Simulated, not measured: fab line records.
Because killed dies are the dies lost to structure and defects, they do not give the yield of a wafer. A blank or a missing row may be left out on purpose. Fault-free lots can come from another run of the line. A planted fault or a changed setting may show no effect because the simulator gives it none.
Struck lot and sound lot, side by side | flow rit cmos | 27 steps out of a route of 202
Sound: these wafers, L339.1, L339.3, L339.5. Struck: wafer L347.1 (left out: L347.2, L347.6 of the same lot, which were not struck); the cause appears at the end.
For every step that has rows: the tool of each side, followed by ch and its chambers, followed by its first start. Under that, the readings that differ: sound wafers | struck wafers | difference of the means | sigmas: that difference in standard deviations of wafers without a fault.
alike: a reading whose means differ by less than 2 such deviations, as well as words and numbers matching on both sides. not compared: withheld readings; readings where some wafer has no value; bounds like >300 that might hide an equal value; numbers whose values overlap and for which the record gives no deviation.
Wherever a step has rows on one side only, a row that says differs or no value, or a row with sigmas, the two part there. When numbers do not overlap yet have no deviation, they are printed without sigmas and do not part them. A reading that every wafer of one side lacks parts them only if that side has two wafers or more.

first, 4 steps without rows for these wafers: RIT_CONTACT_SOFTBAKE_04 (time 60 s); RIT_CONTACT_EXPOSE_05 (exposes mask M11, target cd 1000 nm); RIT_CONTACT_PEB_06; RIT_CONTACT_DEVELOP_07 (develop time 120 s).
RIT_CONTACT_CD_MEAS_08 targets a cd of 1000 nm.
  sound on cd sem-01, day 3 22:35; struck on cd sem-02, day 6 12:05
  reading    | sound             | struck | difference | sigmas
  cd nm (nm) | 995.3 995.7 993.6 | 1000.8 | +5.9       | +2
RIT_CONTACT_OVL_MEAS_09:
  sound on overlay-02, day 3 22:43; struck on overlay-02, day 6 12:13
  alike: CONTACT_OVL
then, 1 step without rows for these wafers: RIT_CONTACT_HARDBAKE_10 (time 60 s).
RIT_CONTACT_ETCH_11: etches SiO2 in CHF3/CF4/Ar, stops on TiSi2, target depth 480 nm, time 320 s.
  sound on rie diel-01 ch 0,1,3, day 3 22:53; struck on rie diel-02 ch 0, day 6 12:24
  alike: O2_flow_sccm, chamber pressure mTorr, drypump motor current A, oes product au, throttle valve pct
  not compared: rf hours counter h
RIT_CONTACT_STRIP_12: strips in O2, time 180 s.
  sound on plasma asher-04 ch 0,1, day 3 23:05; struck on plasma asher-04 ch 1, day 6 12:36
  reading                        | sound          | struck | difference | sigmas
  chamber pressure mTorr (mTorr) | 3994 4002 3999 | 3990   | -8         | -2
  alike: drypump motor current A
  not compared: rf hours counter h
RIT_CONTACT_CD_MEAS_90 targets a cd of 1000 nm.
  sound on cd sem-01, day 3 23:16; struck on cd sem-02, day 6 12:46
  alike: cd nm
then, 2 steps without rows for these wafers: RIT_CONTACT_CLEAN_13 (cleans in SC1, time 611.7 s); RIT_CONTACT_CLEAN_14 (cleans in SC2, time 600 s).
RIT_M1_SPUTTER_00: material Al, target thk 400 nm, time 500 s.
  sound on pvd sputter-01, day 3 23:44; struck on pvd sputter-01, day 6 13:14
  reading                               | sound           | struck | difference | sigmas
  model.Al_of_M1_SPUTTER_00.thk nm (nm) | 401 399.4 401.3 | 162.3  | -238.3     |
  alike: throttle valve pct
RIT_M1_RS_MEAS_01: uses a four-point probe to measure.
  sound on film metro-01, day 4 00:02; struck on film metro-02, day 6 13:32
  reading           | sound                | struck | difference | sigmas
  M1_AL_RS (ohm/sq) | 0.0733 0.0736 0.0733 | 0.1894 | +0.1160    | +99 or more
RIT_M1_THK_MEAS_02: measures by xrf.
  sound on film metro-01, day 4 00:09; struck on film metro-02, day 6 13:39
  reading        | sound       | struck | difference | sigmas
  M1_AL_THK (nm) | 398 397 400 | 161    | -237       | -52
then, 6 steps without rows for these wafers: RIT_M1_HMDS_03 (prime time 60 s); RIT_M1_COAT_04 (resist thk 1300 nm); RIT_M1_SOFTBAKE_05 (time 60 s); RIT_M1_EXPOSE_06 (exposes mask M12, target cd 2600 nm); RIT_M1_PEB_07; RIT_M1_DEVELOP_08 (develop time 68 s).
RIT_M1_CD_MEAS_09 targets a cd of 2600 nm.
  sound on cd sem-01, day 4 01:13; struck on cd sem-02, day 6 14:43
  alike: cd nm
RIT_M1_OVL_MEAS_10:
  sound on overlay-02, day 4 01:20; struck on overlay-01, day 6 14:50
  alike: M1_OVL
then, 1 step without rows for these wafers: RIT_M1_HARDBAKE_11 (time 120 s).
RIT_M1_METAL_ETCH_12: etches Al in Cl2/BCl3, stops on SiO2, time 165 s, target depth 600 nm.
  sound on rie metal-04 ch 0,1, day 4 01:37; struck on rie metal-03 ch 1, day 6 15:25
  reading               | sound             | struck | difference | sigmas
  oes product au (a.u.) | 0.774 0.772 0.779 | 0.520  | -0.255     | -26
  alike: chamber pressure mTorr, drypump motor current A, mfc cl2 sccm, throttle valve pct
  not compared: rf hours counter h
then, 1 step without rows for these wafers: RIT_M1_STRIP_13 (strips in nmp, time 600 s).
RIT_M1_PROBE_99:
  sound on prober-01, day 4 03:53; struck on prober-01, day 6 17:40
  reading                               | sound                       | struck  | difference | sigmas
  killed open                           | 5 3 4                       | 0       | -4         | -2
  model.etest.m1.rs ohm sq              | 0.07181 0.07194 0.07229     | 0.1782  | +0.1062    |
  model.etest.antenna m1.vt shift v (V) | -0.008129 -0.01072 -0.01069 | -0.0247 | -0.0149    |
  alike: defect limited yield, killed_at_M0_to_M3, killed at contacts, killed at front end, killed dies, killed short, sort_bin_3_pad_short, sort_bin_5_function, sort_bin_6_memory, sort n pass, sort yield pct

== WHERE THEY PART ==
Earliest at RIT_CONTACT_CD_MEAS_08; latest, in this record, at RIT_M1_PROBE_99.

WHY: the cause the simulator had injected
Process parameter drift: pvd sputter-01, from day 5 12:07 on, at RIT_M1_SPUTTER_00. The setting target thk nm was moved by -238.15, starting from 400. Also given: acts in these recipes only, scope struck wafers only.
